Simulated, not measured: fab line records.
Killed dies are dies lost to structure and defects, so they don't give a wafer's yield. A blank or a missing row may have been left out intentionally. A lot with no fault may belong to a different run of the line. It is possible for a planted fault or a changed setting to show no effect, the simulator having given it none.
Split-lot trial | flow berkeley cmos170 | on a route of 331 steps: 5 lots, 23 wafers read

== SPLIT DETAILS ==
At UCB170_BACKSIDE_COAT_01 (resist thk 900 nm), the setting spin rpm was moved away from the recipe's 1500 rpm on 5 of the 23 wafers read, by +2.5% to +4.9%. All remaining wafers had this setting at the recipe value.

The split's own step is where the reading is taken.

== THE READING ==
KrF_of_BACKSIDE_COAT_01.thk nm (the simulator's own value, which no gauge read), in nm, at UCB170_BACKSIDE_COAT_01 (resist thk 900 nm). There is no usual value for it anywhere in the file. The 18 wafers here that ran the recipe average 902.8 nm, standard deviation 1.8 nm.

wafer  | tool, chamber at the split | spin rpm as run, rpm | against the recipe | KrF_of_BACKSIDE_COAT_01.thk nm, nm | against lot-mates on the recipe
L075.1 | litho track-03, 0          | 1500                 | recipe             | 907.2                              | -
L075.2 | litho track-03, 0          | 1500                 | recipe             | 905.6                              | -
L075.4 | litho track-03, 0          | 1500                 | recipe             | 902.5                              | -
L074.2 | litho track-04, 0          | 1500                 | recipe             | 900.5                              | -
L074.3 | litho track-04, 0          | 1574                 | +4.9%              | 881.9                              | -20.0
L074.4 | litho track-04, 0          | 1574                 | +4.9%              | 879.5                              | -22.4
L074.5 | litho track-04, 0          | 1500                 | recipe             | 903.4                              | -
L074.6 | litho track-04, 0          | 1500                 | recipe             | 901.7                              | -
L080.1 | litho track-03, 0          | 1500                 | recipe             | 902.6                              | -
L080.2 | litho track-03, 0          | 1500                 | recipe             | 899.3                              | -
L080.4 | litho track-03, 0          | 1500                 | recipe             | 902.1                              | -
L080.6 | litho track-03, 0          | 1500                 | recipe             | 902.1                              | -
L080.5 | litho track-03, 0          | 1500                 | recipe             | 902.3                              | -
L083.1 | litho track-04, 0          | 1500                 | recipe             | 903.9                              | -
L083.3 | litho track-04, 0          | 1500                 | recipe             | 904.2                              | -
L083.4 | litho track-04, 0          | 1500                 | recipe             | 904.5                              | -
L083.5 | litho track-04, 0          | 1500                 | recipe             | 903                                | -
L083.6 | litho track-04, 0          | 1500                 | recipe             | 902.4                              | -
L084.1 | litho track-03, 0          | 1538                 | +2.5%              | 890                                | -11.8
L084.2 | litho track-03, 0          | 1500                 | recipe             | 903.4                              | -
L084.3 | litho track-03, 0          | 1538                 | +2.5%              | 890.3                              | -11.5
L084.4 | litho track-03, 0          | 1500                 | recipe             | 900.3                              | -
L084.6 | litho track-03, 0          | 1538                 | +2.5%              | 890.2                              | -11.6

THE FIT
A straight line over all 23 wafers: KrF_of_BACKSIDE_COAT_01.thk nm changes by -4.61 nm for each +1% of spin rpm; r = -0.97; the points scatter about the line by 1.8 nm.
The same after taking each lot's own level away (the mean of its wafers on the recipe; 23 wafers): -4.37 nm for each +1%; r = -0.98; scatter 1.3 nm.
Per that fit: largest spin rpm move, reading shift of 22 nm.
Across the lots, their own levels run from 901.68 to 905.10 nm, a range of 1.9 times the standard deviation given above.
Hence the lot-to-lot level has little effect on the slope; both slopes agree.
Check: with one of the wafers moved furthest among these (+4.9%) left out of the fit, the line predicts -22.5 nm for it against its lot-mates. Against them it came out at -20 nm.

== ADDITIONAL SPLITS CARRIED BY THESE WAFERS ==
These wafers also went through other splits before the reading. Each is held against what the fit with the lots' levels taken away leaves over:
other split on the same wafers | wafers away from the commonest value | r with KrF_of_BACKSIDE_COAT_01.thk nm (lot level and that fit taken away)
UCB170_PSD_COAT_01 spin rpm    | 7                                    | +0.01

== THE WHOLE CHAIN: every reading that the file lists as answering this split, in the file's order ==
step                     | what it does      | reading                                                                         | change (the file's fit)              | r (the file's)
UCB170_BACKSIDE_COAT_01  | resist thk 900 nm | KrF_of_BACKSIDE_COAT_01.thk nm (the simulator's own value, which no gauge read) | -4.35 nm for each +1% of the setting | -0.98
UCB170_BACKSIDE_STRIP_03 | strips in O2      | strip time to endpoint s                                                        | withheld for each +1% of the setting | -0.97

== FILE'S OWN FIT ==
KrF_of_BACKSIDE_COAT_01.thk nm changes by -4.35 nm for each +1% of spin rpm, r = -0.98.
